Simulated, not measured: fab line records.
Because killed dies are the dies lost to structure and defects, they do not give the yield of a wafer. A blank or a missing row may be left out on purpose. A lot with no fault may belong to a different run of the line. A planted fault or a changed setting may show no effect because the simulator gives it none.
Split-lot study / flow rit_cmos / 5 lots, 23 wafers read, on a route of 202 steps

SPLIT DETAILS
At RIT_ACTIVE_DEVELOP_10 (develop time 50 s), the setting develop_time_s was moved away from the recipe's 50 s on 6 of the 23 wafers read, by -12.9% to -4.2%. For the rest of the wafers, this setting stayed at what the recipe calls for.

FROM THE SPLIT TO THE READING: what the file shows between them, 4 steps
- RIT_ACTIVE_CD_MEAS_11: target cd 1400 nm
- RIT_ACTIVE_HARDBAKE_12: time 60 s
- RIT_ACTIVE_ETCH_13: etches Si3N4 in SF6, stops on SiO2, time 210 s, target depth 210 nm
- RIT_ACTIVE_STRIP_14: strips in O2, time 180 s

THE READING
At RIT_ACTIVE_CD_MEAS_90: cd_nm in nanometres, against a target cd of 1400 nm. Typical for fault-free wafers on this fab line: 1399.7 nm, with standard deviation 2.2 nm.

wafer=L074.1; tool, chamber at the split=litho_track-02, 0; develop_time_s as run, s=50; against the recipe=recipe; cd_nm, nm=1401.1; against lot-mates on the recipe=-
wafer=L074.2; tool, chamber at the split=litho_track-02, 0; develop_time_s as run, s=47.89; against the recipe=-4.2%; cd_nm, nm=1404.5; against lot-mates on the recipe=+3.6
wafer=L074.4; tool, chamber at the split=litho_track-02, 0; develop_time_s as run, s=47.89; against the recipe=-4.2%; cd_nm, nm=1405.7; against lot-mates on the recipe=+4.8
wafer=L074.5; tool, chamber at the split=litho_track-02, 0; develop_time_s as run, s=50; against the recipe=recipe; cd_nm, nm=1400.2; against lot-mates on the recipe=-
wafer=L074.6; tool, chamber at the split=litho_track-02, 0; develop_time_s as run, s=50; against the recipe=recipe; cd_nm, nm=1401.5; against lot-mates on the recipe=-
wafer=L076.1; tool, chamber at the split=litho_track-01, 0; develop_time_s as run, s=50; against the recipe=recipe; cd_nm, nm=1402.1; against lot-mates on the recipe=-
wafer=L076.2; tool, chamber at the split=litho_track-01, 0; develop_time_s as run, s=50; against the recipe=recipe; cd_nm, nm=1399.2; against lot-mates on the recipe=-
wafer=L076.5; tool, chamber at the split=litho_track-01, 0; develop_time_s as run, s=50; against the recipe=recipe; cd_nm, nm=1400.3; against lot-mates on the recipe=-
wafer=L078.1; tool, chamber at the split=litho_track-01, 0; develop_time_s as run, s=50; against the recipe=recipe; cd_nm, nm=1406.3; against lot-mates on the recipe=-
wafer=L078.2; tool, chamber at the split=litho_track-01, 0; develop_time_s as run, s=50; against the recipe=recipe; cd_nm, nm=1402.5; against lot-mates on the recipe=-
wafer=L078.4; tool, chamber at the split=litho_track-01, 0; develop_time_s as run, s=50; against the recipe=recipe; cd_nm, nm=1400.4; against lot-mates on the recipe=-
wafer=L078.5; tool, chamber at the split=litho_track-01, 0; develop_time_s as run, s=50; against the recipe=recipe; cd_nm, nm=1397.8; against lot-mates on the recipe=-
wafer=L078.6; tool, chamber at the split=litho_track-01, 0; develop_time_s as run, s=50; against the recipe=recipe; cd_nm, nm=1400.5; against lot-mates on the recipe=-
wafer=L083.1; tool, chamber at the split=litho_track-03, 0; develop_time_s as run, s=50; against the recipe=recipe; cd_nm, nm=1397.1; against lot-mates on the recipe=-
wafer=L083.2; tool, chamber at the split=litho_track-03, 0; develop_time_s as run, s=43.56; against the recipe=-12.9%; cd_nm, nm=1417.5; against lot-mates on the recipe=+18.6
wafer=L083.3; tool, chamber at the split=litho_track-03, 0; develop_time_s as run, s=50; against the recipe=recipe; cd_nm, nm=1397.6; against lot-mates on the recipe=-
wafer=L083.4; tool, chamber at the split=litho_track-03, 0; develop_time_s as run, s=43.56; against the recipe=-12.9%; cd_nm, nm=1411.7; against lot-mates on the recipe=+12.8
wafer=L083.6; tool, chamber at the split=litho_track-03, 0; develop_time_s as run, s=50; against the recipe=recipe; cd_nm, nm=1402.0; against lot-mates on the recipe=-
wafer=L084.1; tool, chamber at the split=litho_track-03, 0; develop_time_s as run, s=50; against the recipe=recipe; cd_nm, nm=1400.6; against lot-mates on the recipe=-
wafer=L084.2; tool, chamber at the split=litho_track-03, 0; develop_time_s as run, s=47.57; against the recipe=-4.9%; cd_nm, nm=1402.7; against lot-mates on the recipe=+3.2
wafer=L084.3; tool, chamber at the split=litho_track-03, 0; develop_time_s as run, s=50; against the recipe=recipe; cd_nm, nm=1397.8; against lot-mates on the recipe=-
wafer=L084.4; tool, chamber at the split=litho_track-03, 0; develop_time_s as run, s=50; against the recipe=recipe; cd_nm, nm=1400.0; against lot-mates on the recipe=-
wafer=L084.5; tool, chamber at the split=litho_track-03, 0; develop_time_s as run, s=47.57; against the recipe=-4.9%; cd_nm, nm=1404.8; against lot-mates on the recipe=+5.3

FIT RESULTS
A straight line over all 23 wafers: cd_nm changes by -1.07 nm for each +1% of develop_time_s; r = -0.88; the points scatter about the line by 2.3 nm.
The same after taking each lot's own level away (the mean of its wafers on the recipe; 23 wafers): -1.18 nm for each +1%; r = -0.91; scatter 2.1 nm.
On that fit, the largest move of develop_time_s shifts the reading by 15 nm.
Across the lots, their own levels run from 1398.90 to 1401.50 nm, a range of 1.2 times the standard deviation given above.
So the lot-to-lot level changes the slope little: the two slopes agree.
Check: for one of the wafers moved furthest among these (-12.9%), held out of the fit, the line's prediction against its lot-mates is +12.5 nm. Against them it came out at +18.6 nm.

FURTHER SPLITS ON THESE WAFERS
These wafers also went through other splits before the reading. Each is held against what the fit with the lots' levels taken away leaves over:
other split on the same wafers=RIT_ACTIVE_COAT_06 resist_thk_nm; wafers away from the commonest value=6; r with cd_nm (lot level and that fit taken away)=+0.52

THE WHOLE CHAIN: every reading that the file lists as answering this split, in the file's order
step=RIT_ACTIVE_CD_MEAS_11; what it does=target cd 1400 nm; reading=cd_nm; change (the file's fit)=-1.14 nm for each +1% of the setting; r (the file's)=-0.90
step=RIT_ACTIVE_ETCH_13; what it does=etches Si3N4 in SF6, stops on SiO2, time 210 s, target depth 210 nm; reading=ACTIVE.cd_nm (the simulator's own value, which no gauge read); change (the file's fit)=-1.18 nm for each +1% of the setting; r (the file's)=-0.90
step=RIT_ACTIVE_CD_MEAS_90; what it does=target cd 1400 nm; reading=cd_nm; change (the file's fit)=-1.16 nm for each +1% of the setting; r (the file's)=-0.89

THE FILE'S OWN FIT
cd_nm changes by -1.16 nm for each +1% of develop_time_s, r = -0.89.
